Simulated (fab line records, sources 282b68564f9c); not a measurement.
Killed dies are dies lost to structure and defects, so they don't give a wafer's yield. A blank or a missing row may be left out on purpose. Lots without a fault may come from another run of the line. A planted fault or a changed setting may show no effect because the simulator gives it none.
Problem report in the 8D (eight disciplines) form, filled by code | flow rit_cmos | the parts of the form that need people (team, actions taken, sign-off) are left out

1. THE PROBLEM
M1_OVL at RIT_M1_OVL_MEAS_10 reads a mean of 358.0 nm on 6 wafers of 2 lots; wafers without a fault read -0.7 nm with a standard deviation of 1.6. That is +99 or more standard deviations from the usual mean.
First seen on wafer L795.1, day 6 00:56, on overlay-02. The record holds 42 wafers of 14 lots with a number at this step. Rule for "out", or "out of limits": more than 4 standard deviations from the usual mean. The other wafers with a number count as sound.

2. WHAT IT IS AND WHAT IT IS NOT
question                    | is                     | is not
which readings at this step | M1_OVL                 | -
which lots                  | L795, L797             | L782, L783, L784, L785, L786, L787, L788, L791, L792, L793, L800, L802
which wafers of those lots  | all that have a number | -
read on which gauges        | overlay-02             | overlay-01
when                        | from day 6 00:56       | up to then (30 sound wafers); but 6 sound wafers of L800, L802 came after

3. SUSPECTS, AND WHAT RULES EACH OUT
Counting: a tool at a process step up to the reading stays a suspect if it ran every lot that is out and no sound lot after the first of them.
- the gauge at RIT_M1_OVL_MEAS_10: kept. All the wafers that are out were read on overlay-02, and no step on other tools shows them out.
- rtp_anneal-02 at RIT_SDANNEAL_RTA_03 (time 5 s): kept. It ran every lot that is out, first L795 (day 5 20:01), and no sound lot after that; its last sound lot up to then is L793 (day 5 11:39).
- rtp_anneal-01 at RIT_SILICIDE_RTA_04 (time 10 s, ramp up 5 s, ramp down 5 s): kept. It ran every lot that is out, first L795 (day 5 20:53), and no sound lot after that; its last sound lot up to then is L793 (day 5 12:32).
- iline_stepper-01 at RIT_M1_EXPOSE_06 (exposes mask M12, target cd 2600 nm): kept. It ran every lot that is out, first L795 (day 6 00:23), and no sound lot after that; its last sound lot up to then is L792 (day 5 13:04).
Left after counting: rtp_anneal-02 at RIT_SDANNEAL_RTA_03, rtp_anneal-01 at RIT_SILICIDE_RTA_04, iline_stepper-01 at RIT_M1_EXPOSE_06, overlay-02 at RIT_M1_OVL_MEAS_10.

4. THE CAUSE (what the simulator had put in)
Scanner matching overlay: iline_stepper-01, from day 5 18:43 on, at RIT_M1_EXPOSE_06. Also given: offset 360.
Counting left 4 suspects, and this tool is among them.

5. THE CHAIN OF EFFECTS, in route order
Each row: a reading whose mean over the struck wafers that have a number lies more than 3 standard deviations from the usual. Only readings for which the record gives a usual standard deviation are gone through. hours: the time from each lot's start at the first step in this table that gives one to its start at this step, as a median over the lots. sigmas: the change in usual standard deviations.
hours | step               | reading | usual   | on struck wafers | change | sigmas
0     | RIT_M1_OVL_MEAS_10 | M1_OVL  | -0.7 nm | 358.0            | +358.7 | +99 or more

6. WHAT WOULD HAVE CAUGHT IT SOONER
In this record the first reading out of limits at a measuring or inspecting step was taken at day 6 00:56, 6 hours after the fault began at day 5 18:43.
Of the lots that are out (2), L797 began RIT_M1_EXPOSE_06 on iline_stepper-01 after day 6 00:56. A hold on the tool at that time would have spared it.
